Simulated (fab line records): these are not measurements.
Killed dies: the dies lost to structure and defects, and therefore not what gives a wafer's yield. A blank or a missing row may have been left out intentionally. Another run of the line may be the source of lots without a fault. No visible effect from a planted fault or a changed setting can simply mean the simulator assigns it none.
Which tool is to blame? | flow rit cmos | Sampling: 14 lots, 42 wafers, 2 of 202 route steps

WHAT THE GAUGES SHOWED, per wafer
Not one reading of a measure or inspect step in the record can be checked against a usual standard deviation.

TOOL THAT RAN EACH LOT (tool first, then ch and the chambers of the sampled wafers, then the start)
lot  | RIT_CONTACT_STRIP_12                | RIT_M1_PROBE_99
L197 | plasma asher-04 ch 0,1, day 3 14:16 | -
L199 | plasma asher-01 ch 0,1, day 3 20:33 | -
L202 | plasma asher-04 ch 0,1, day 4 14:37 | -
L203 | plasma asher-01 ch 0,1, day 4 18:06 | -
L204 | plasma asher-03 ch 0,1, day 5 02:14 | -
L205 | plasma asher-01 ch 0,1, day 5 03:39 | -
L206 | plasma asher-04 ch 0,1, day 5 11:05 | prober-01, day 5 16:05
L207 | plasma asher-01 ch 0, day 5 19:08   | -
L209 | plasma asher-04 ch 0,1, day 6 01:44 | -
L210 | plasma asher-04 ch 0,1, day 6 03:32 | -
L211 | plasma asher-01 ch 0,1, day 6 14:11 | -
L214 | plasma asher-01 ch 0,1, day 7 01:59 | -
L215 | plasma asher-04 ch 0,1, day 7 04:09 | -
L218 | plasma asher-03 ch 0,1, day 7 23:38 | -
- RIT_CONTACT_STRIP_12: strips in O2, time 180 s.
- RIT_M1_PROBE_99

AS READ BY THE TOOLS THEMSELVES (means over the sampled wafers that have a number; for cases with no such wafer, the mark the record gives instead)
RIT_CONTACT_STRIP_12.
lot  | tool            | chamber pressure mTorr (mTorr) | drypump motor current A (A) | run length s (s)
L197 | plasma asher-04 | 3998                           | 5.9                         | 208.24
L199 | plasma asher-01 | 3999                           | 6.1                         | 208.17
L202 | plasma asher-04 | 3999                           | 5.9                         | 208.17
L203 | plasma asher-01 | 4000                           | 5.6                         | 208.03
L204 | plasma asher-03 | 3999                           | 5.4                         | 208.25
L205 | plasma asher-01 | 3998                           | 5.6                         | 208.40
L206 | plasma asher-04 | 3996                           | 5.8                         | 208.24
L207 | plasma asher-01 | 4002                           | 5.2                         | 208.12
L209 | plasma asher-04 | 4005                           | 5.9                         | 208.17
L210 | plasma asher-04 | 4001                           | 5.9                         | 222.45
L211 | plasma asher-01 | 3999                           | 6.1                         | 208.28
L214 | plasma asher-01 | 3999                           | 5.6                         | 208.19
L215 | plasma asher-04 | 3999                           | 5.8                         | 222.54
L218 | plasma asher-03 | 3996                           | 5.3                         | 208.35

RIT_M1_PROBE_99.
lot  | tool      | killed at contacts | killed at front end | killed dies | killed open | killed short
L206 | prober-01 | 0.0                | 4                   | 4           | 2.0         | 2.0

THE ANSWER, worked out from the rows above alone
Rule: usual is defined by the lots themselves. The widest of any qualifying gaps counts: lots, ordered by their means at a reading, are off when they make up no more than a third of the lots, leave a main group of 4 or more, and stand apart from it by 3 or more times the standard deviation of that group's means. Not used: any main group whose means are identical at the precision the tables above print for the reading. Also off: a lot with no number at a reading for which 4 or more lots have one. All remaining lots with rows at the step are treated as sound. First the gauges in route order, then the tools' own readings, where a lot's mean is used as printed above. The first step at which some lot is off is used, and at that step the reading that is off furthest; a lot without a number counts as furthest.
Off: L210, L215, at RIT_CONTACT_STRIP_12 (run length s). For the main group the mean is 208.22 s and the standard deviation 0.095.
If a tool, at that step or one of the process steps before it, ran each lot that is off and ran no sound lot following the first of them, it fits. One fits: RIT_CONTACT_STRIP_12 on plasma asher-04. Its last sound lot is L209 (day 6 01:44), its first lot that is off L210 (day 6 03:32): a fault that began between those two fits.
On the lots that are off, the tool's own readings at RIT_CONTACT_STRIP_12 differ by more than 5 times the standard deviation of the sound lots' means, which bears it out; run length s reads 222.50 s there versus 208.22 s on the sound lots.

WHAT HAD BEEN PUT IN BY THE SIMULATOR
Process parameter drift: plasma asher-04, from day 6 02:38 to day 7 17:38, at RIT_CONTACT_STRIP_12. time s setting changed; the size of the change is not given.
Lots struck among those shown: L210, L215. The rule above found the same.
